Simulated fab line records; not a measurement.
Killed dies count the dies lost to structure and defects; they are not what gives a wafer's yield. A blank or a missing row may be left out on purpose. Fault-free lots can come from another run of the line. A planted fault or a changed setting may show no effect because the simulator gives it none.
Chamber matching + flow berkeley cmos170 + UCB170_ZERO_ETCH_06 on rie diel-01 has 4 sister chambers
The step etches SiO2 in CHF3/CF4/Ar, time 12 s. 8 wafers are shown with their chamber, then 7 later ones without.

== WAFERS WITH THEIR CHAMBER ==
| wafer  | chamber | throttle valve pct (%) | drypump motor current A (A) |
|--------|---------|------------------------|-----------------------------|
| L608.1 | 1       | 8.95                   | 6.0                         |
| L610.4 | 1       | 8.96                   | 6.0                         |
| L611.1 | 3       | 9.10                   | 5.6                         |
| L611.4 | 0       | 9.38                   | 5.3                         |
| L615.4 | 3       | 9.10                   | 5.6                         |
| L615.6 | 2       | 9.26                   | 6.2                         |
| L624.1 | 2       | 9.29                   | 6.1                         |
| L624.3 | 0       | 9.37                   | 5.3                         |

== WAFERS WITH NO CHAMBER GIVEN ==
| wafer  | throttle valve pct (%) | drypump motor current A (A) |
|--------|------------------------|-----------------------------|
| L624.6 | 9.09                   | 5.6                         |
| L625.1 | 8.95                   | 6.0                         |
| L625.2 | 9.37                   | 5.3                         |
| L625.5 | 9.09                   | 5.6                         |
| L626.1 | 9.27                   | 6.1                         |
| L626.2 | 8.97                   | 6.1                         |
| L626.5 | 9.28                   | 6.1                         |

== WHICH CHAMBER EACH WENT THROUGH ==
| wafer  | from the rows above | in truth |
|--------|---------------------|----------|
| L624.6 | 3                   | 3        |
| L625.1 | 1                   | 1        |
| L625.2 | 0                   | 0        |
| L625.5 | 3                   | 3        |
| L626.1 | 2                   | 2        |
| L626.2 | 1                   | 1        |
| L626.5 | 2                   | 2        |
7 of 7 placed correctly. Not placeable from these rows: 0. Placed wrongly: 0.
How it was worked out, from the rows above alone: a wafer's distance from a chamber is the root of the sum, over the readings, of the square of ((its reading less the chamber's mean) divided by the reading's scatter). The wafer belongs to the nearest chamber; if the next one is less than 2 further off, it can't be placed. The mean given for a chamber averages the wafers shown for that chamber. The scatter: the root of (the sum of the squares of (reading less its chamber's mean) over the shown wafers, divided by (wafers less chambers)).
